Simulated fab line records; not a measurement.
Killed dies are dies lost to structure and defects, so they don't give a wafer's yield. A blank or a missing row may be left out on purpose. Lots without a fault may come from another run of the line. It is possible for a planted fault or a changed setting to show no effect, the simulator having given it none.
A lot that was struck, set against a sound lot | flow rit-cmos | 15 steps out of a route of 202
Sound: the wafers L869.2, L869.5, L869.6. Struck: wafers L880.2, L880.4, L880.6. The cause is named last.
Each step with rows lists, per side, the tool, then ch with its chambers, then its first start. Under that, the readings that differ: sound wafers | struck wafers | difference of the means | sigmas: that difference in standard deviations of wafers without a fault.
alike: words and numbers the same on both sides, and readings whose means are apart by under 2 such deviations; not compared: readings that were withheld, readings missing a value for some wafer, numbers with overlapping values and no deviation given by the record, and bounds like >300 which may hide the same value.
A row with sigmas, a row that says differs or no value, or rows on one side alone: a step with any of these is where the two part. Numbers that don't overlap but have no deviation are shown without sigmas and don't part them. Lack of a reading on every wafer of one side parts them only where that side has two or more wafers.

RIT_M1_SPUTTER_00: material Al, target thk 400 nm, time 500 s.
  sound on pvd-sputter-01, day 4 09:40; struck on pvd-sputter-03, day 6 22:55
  alike: chamber-pressure-pa, throttle-valve-pct
RIT_M1_RS_MEAS_01: measures by four-point-probe.
  sound on film-metro-04, day 4 09:59; struck on film-metro-04, day 6 23:14
  alike: M1_AL_RS
RIT_M1_THK_MEAS_02: measures by xrf.
  sound on film-metro-04, day 4 10:05; struck on film-metro-04, day 6 23:21
  alike: M1_AL_THK
then, 6 steps without rows for these wafers: RIT_M1_HMDS_03 (prime time 60 s); RIT_M1_COAT_04 (resist thk 1283 nm); RIT_M1_SOFTBAKE_05 (time 60 s); RIT_M1_EXPOSE_06 (exposes mask M12, target cd 2600 nm); RIT_M1_PEB_07; RIT_M1_DEVELOP_08 (develop time 68 s).
RIT_M1_CD_MEAS_09: target cd 2600 nm.
  sound on cd-sem-01, day 4 11:05; struck on cd-sem-01, day 7 00:18
  alike: cd-nm
RIT_M1_OVL_MEAS_10:
  sound on overlay-02, day 4 11:11; struck on overlay-02, day 7 00:24
  alike: M1_OVL
then, 1 step without rows for these wafers: RIT_M1_HARDBAKE_11 (time 120 s).
RIT_M1_METAL_ETCH_12: etches Al in Cl2/BCl3, stops on SiO2, time 165 s, target depth 600 nm.
  sound on rie-metal-01 ch 0,1, day 4 11:33; struck on rie-metal-01 ch 1, day 7 00:41
  reading                                 | sound             | struck            | difference | sigmas
  oes-product-au (a.u.)                   | 0.777 0.780 0.758 | 0.963 0.966 0.966 | +0.193     | +18
  run-length-s (s)                        | 193.6 193.7 194.1 | 152.5 152.3 152.5 | -41.4      | -99 or more
  model.NOVOLAK_of_M1_COAT_04.thk-nm (nm) | 785.5 785.1 798.1 | 880.5 879.3 878.1 | +89.7      |
  alike: chamber-pressure-mTorr, drypump-motor-current-A, throttle-valve-pct
  not compared: rf-hours-counter-h, model.M1.feature-depth-nm, model.SiO2_of_CONTACT_CVD_00.thk-nm
then, 1 step without rows for these wafers: RIT_M1_STRIP_13 (strips in nmp, time 600 s).
RIT_M1_PROBE_99:
  sound on prober-02, day 4 15:51; struck on prober-01, day 7 03:04
  reading                                        | sound                       | struck                        | difference | sigmas
  model.etest.tester.sort-n-pass                 | 258 257 256                 | 0 0 0                         | -257       |
  model.etest.tester.sort-yield-pct (%)          | 97.73 97.35 96.97           | 0 0 0                         | -97        |
  model.etest.m1-comb-over-steps.leak-log10-a-um | -12.8 -12.76 -12.76         | -6.917 -6.831 -8.016          | +5.519     |
  model.etest.ring.quiet-log10-a (angstrom)      | -7.687 -7.805 -7.72         | -4.981 -4.95 -6.07            | +2.404     |
  model.etest.antenna-m1.vt-shift-v (V)          | -0.009857 -0.01808 -0.01557 | -0.006165 -0.003798 -0.004164 | +0.009793  |
  alike: defect-limited-yield, killed_at_M0_to_M3, killed-at-front-end, killed-dies, killed-open, killed-short

## WHERE THEY PART
RIT_M1_METAL_ETCH_12 only, going by this record. Later steps at which nothing parts them and some readings are alike: RIT_M1_PROBE_99.

WHY: the cause the simulator had injected
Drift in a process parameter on rie-metal-01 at RIT_M1_METAL_ETCH_12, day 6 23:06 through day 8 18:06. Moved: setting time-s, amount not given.
